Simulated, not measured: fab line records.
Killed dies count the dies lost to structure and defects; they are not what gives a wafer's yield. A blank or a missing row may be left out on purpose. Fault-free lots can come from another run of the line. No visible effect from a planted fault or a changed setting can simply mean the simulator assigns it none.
What tool caused it?	flow rit cmos	24 wafers from 8 lots sampled at 2 of the route's 202 steps

## WHAT THE GAUGES SHOWED, per wafer
RIT_SPACER_THK_MEAS_04.
lot	measured	on	SPACER_NITRIDE_THK (nm)
L555	day 3 13:47	film metro-04	252.0 250.4 251.4
L557	day 3 22:55	film metro-02	252.3 252.1 252.1
L559	day 4 08:22	film metro-04	250.5 251.3 250.1
L562	day 4 22:56	film metro-04	248.4 248.5 251.3
L565	day 5 17:11	film metro-03	250.3 251.7 250.1
L567	day 6 01:01	film metro-02	274.9 276.3 275.9
L569	day 6 12:23	film metro-04	249.9 248.4 250.0
L575	day 7 17:17	film metro-04	246.7 245.5 244.0

## WHAT TOOL EACH LOT RAN ON (gives the tool, then ch and the chambers of the sampled wafers, and finally the start)
lot	RIT_SPACER_CVD_03
L555	lpcvd-01 ch 1, day 3 11:52
L557	lpcvd-01 ch 0, day 3 20:59
L559	lpcvd-02 ch 1, day 4 06:27
L562	lpcvd-01 ch 0, day 4 21:01
L565	lpcvd-02 ch 1, day 5 15:15
L567	lpcvd-01 ch 0, day 5 23:06
L569	lpcvd-02 ch 0, day 6 10:29
L575	lpcvd-02 ch 1, day 7 15:22
- RIT_SPACER_CVD_03: deposits Si3N4 from SiH2Cl2/NH3, target thk 250 nm, time 3300 s.

## THE ANSWER, worked out from the rows above alone
Rule: what is usual is taken from the lots themselves. The widest of any qualifying gaps counts: lots, ordered by their means at a reading, are off when they make up no more than a third of the lots, leave a main group of 4 or more, and stand apart from it by 3 or more times the standard deviation of that group's means. A main group is skipped when, at the precision printed for the reading in the tables above, its means are all equal. A lot without any number at a reading at which 4 lots or more have one is off too. All remaining lots with rows at the step are treated as sound.
Off: L567, at RIT_SPACER_THK_MEAS_04 (SPACER_NITRIDE_THK). Main group: mean 249.9 nm, sd 2.
A tool fits if, at a process step before that reading, it ran every lot that is off, and no sound lot after the first of them. Those tools and the gauges at RIT_SPACER_THK_MEAS_04 are tried in the same way. 2 tools fit, lpcvd-01 at RIT_SPACER_CVD_03 and film metro-02 at RIT_SPACER_THK_MEAS_04, so this cannot tell which one it is.

## WHAT THE SIMULATOR PUT IN
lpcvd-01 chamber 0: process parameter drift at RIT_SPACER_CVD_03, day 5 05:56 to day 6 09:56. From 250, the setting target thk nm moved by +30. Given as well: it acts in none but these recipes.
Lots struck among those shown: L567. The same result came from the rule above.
